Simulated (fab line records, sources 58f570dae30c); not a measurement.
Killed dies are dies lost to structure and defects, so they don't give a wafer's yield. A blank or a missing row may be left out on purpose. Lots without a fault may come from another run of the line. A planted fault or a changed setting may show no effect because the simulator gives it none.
A struck lot beside a sound one | flow berkeley_cmos170 | 20 steps out of a route of 331
Sound: wafers L334.1, L334.3, L334.6. Struck: wafers L336.1, L336.5, L336.6. The cause comes at the end.
At each step with rows: each side's tool, then ch and its chambers, then its first start. Under that, the readings that differ: sound wafers | struck wafers | difference of the means | sigmas: that difference in standard deviations of wafers without a fault.
alike: readings whose means differ by less than 2 such deviations, and words and numbers that are the same on both sides. not compared: withheld readings, readings that some wafer has no value for, bounds like >300 that may hide the same value, and numbers for which the record gives no deviation and whose values overlap.
The two part at a step that has a row with sigmas, a row that says differs or no value, or rows on one side only. Numbers that don't overlap but have no deviation are shown without sigmas and don't part them. A reading that every wafer of one side lacks parts them only if that side has two wafers or more.

first, 1 step without rows for these wafers: UCB170_CONTACT_CVD_01 (deposits PSG from SiH4/O2/PH3, target thk 700 nm, time 2820 s).
UCB170_CONTACT_THK_MEAS_02:
  sound on film_metro-02, day 10 06:23; struck on film_metro-04, day 10 18:38
  alike: CONTACT_PSG_THK
then, 3 steps without rows for these wafers: UCB170_CONTACT_HMDS_03 (prime time 60 s); UCB170_CONTACT_COAT_04 (resist thk 900 nm); UCB170_CONTACT_SOFTBAKE_05 (time 60 s).
UCB170_CONTACT_STRIP_06: strips in O2.
  sound on plasma_asher-04 ch 0,1, day 10 06:54; struck on plasma_asher-03 ch 0,1, day 10 19:09
  alike: chamber_pressure_mTorr, drypump_motor_current_A, oes_product_au, strip_time_to_endpoint_s
  not compared: rf_hours_counter_h
then, 1 step without rows for these wafers: UCB170_CONTACT_CLEAN_07 (cleans in SPM, time 600 s).
UCB170_CONTACT_RTA_08: time 10 s.
  sound on rtp_anneal-02 ch 0, day 10 09:29; struck on rtp_anneal-01 ch 0, day 10 19:26
  reading            | sound          | struck         | difference | sigmas
  lamp_power_pct (%) | 22.4 22.4 22.4 | 27.3 27.3 27.2 | +4.9       | +2
  alike: wafer_temp_C_max
then, 2 steps without rows for these wafers: UCB170_CONTACT_COAT_09; UCB170_CONTACT_COAT_10 (resist thk 900 nm).
UCB170_CONTACT_SOFTBAKE_11: time 62.78 s.
  sound on litho_track-01 ch 0; struck on litho_track-03 ch 0
  alike: plate_sensor_t_centre_C, plate_sensor_t_edge_C
then, 1 step without rows for these wafers: UCB170_CONTACT_EXPOSE_12 (exposes mask CONT, target cd 700 nm).
UCB170_CONTACT_PEB_13:
  sound on litho_track-01 ch 0, day 10 11:00; struck on litho_track-04 ch 0, day 10 20:11
then, 1 step without rows for these wafers: UCB170_CONTACT_DEVELOP_14 (develop time 45 s).
UCB170_CONTACT_CD_MEAS_15: target cd 700 nm.
  sound on cd_sem-02, day 10 12:13; struck on cd_sem-01, day 10 20:28
  reading    | sound             | struck            | difference | sigmas
  cd_nm (nm) | 700.8 700.9 699.6 | 712.5 714.1 713.8 | +13.0      | +9
UCB170_CONTACT_OVL_MEAS_16:
  sound on overlay-01, day 10 12:20; struck on overlay-01, day 10 20:35
  alike: CONTACT_OVL
UCB170_CONTACT_ETCH_17: etches BARC in N2/H2.
  sound on rie_diel-03 ch 0,2,3, day 10 12:22; struck on rie_diel-03 ch 1,2, day 10 20:37
  reading                  | sound             | struck            | difference | sigmas
  model.CONTACT.cd_nm (nm) | 701.4 699.9 700.6 | 714.1 715.3 713.5 | +13.7      |
  alike: chamber_pressure_mTorr, drypump_motor_current_A, n2_flow_sccm, oes_product_au, throttle_valve_pct
UCB170_CONTACT_ETCH_18: etches PSG in CHF3/CF4/Ar, stops on TiSi2, target depth 840 nm, time 195 s.
  sound on rie_diel-03 ch 0,2,3; struck on rie_diel-03 ch 1,2
  reading                  | sound             | struck            | difference | sigmas
  model.CONTACT.cd_nm (nm) | 702.3 699.3 700.5 | 714.1 715.1 713.5 | +13.5      |
  alike: CHF3_flow_sccm, chamber_pressure_mTorr, drypump_motor_current_A, oes_product_au, throttle_valve_pct
  not compared: rf_hours_counter_h
UCB170_CONTACT_STRIP_19: strips in O2.
  sound on plasma_asher-03 ch 0,1, day 10 12:32; struck on plasma_asher-03 ch 0,1, day 10 20:47
  alike: chamber_pressure_mTorr, drypump_motor_current_A, oes_product_au
  not compared: rf_hours_counter_h
then, 1 step without rows for these wafers: UCB170_M3_PROBE_99.

WHERE THEY PART
First at UCB170_CONTACT_RTA_08; last, within this record, at UCB170_CONTACT_CD_MEAS_15. Later steps at which nothing parts them and some readings are alike: UCB170_CONTACT_OVL_MEAS_16, UCB170_CONTACT_ETCH_17, UCB170_CONTACT_ETCH_18, UCB170_CONTACT_STRIP_19.

WHY: what the simulator had put in
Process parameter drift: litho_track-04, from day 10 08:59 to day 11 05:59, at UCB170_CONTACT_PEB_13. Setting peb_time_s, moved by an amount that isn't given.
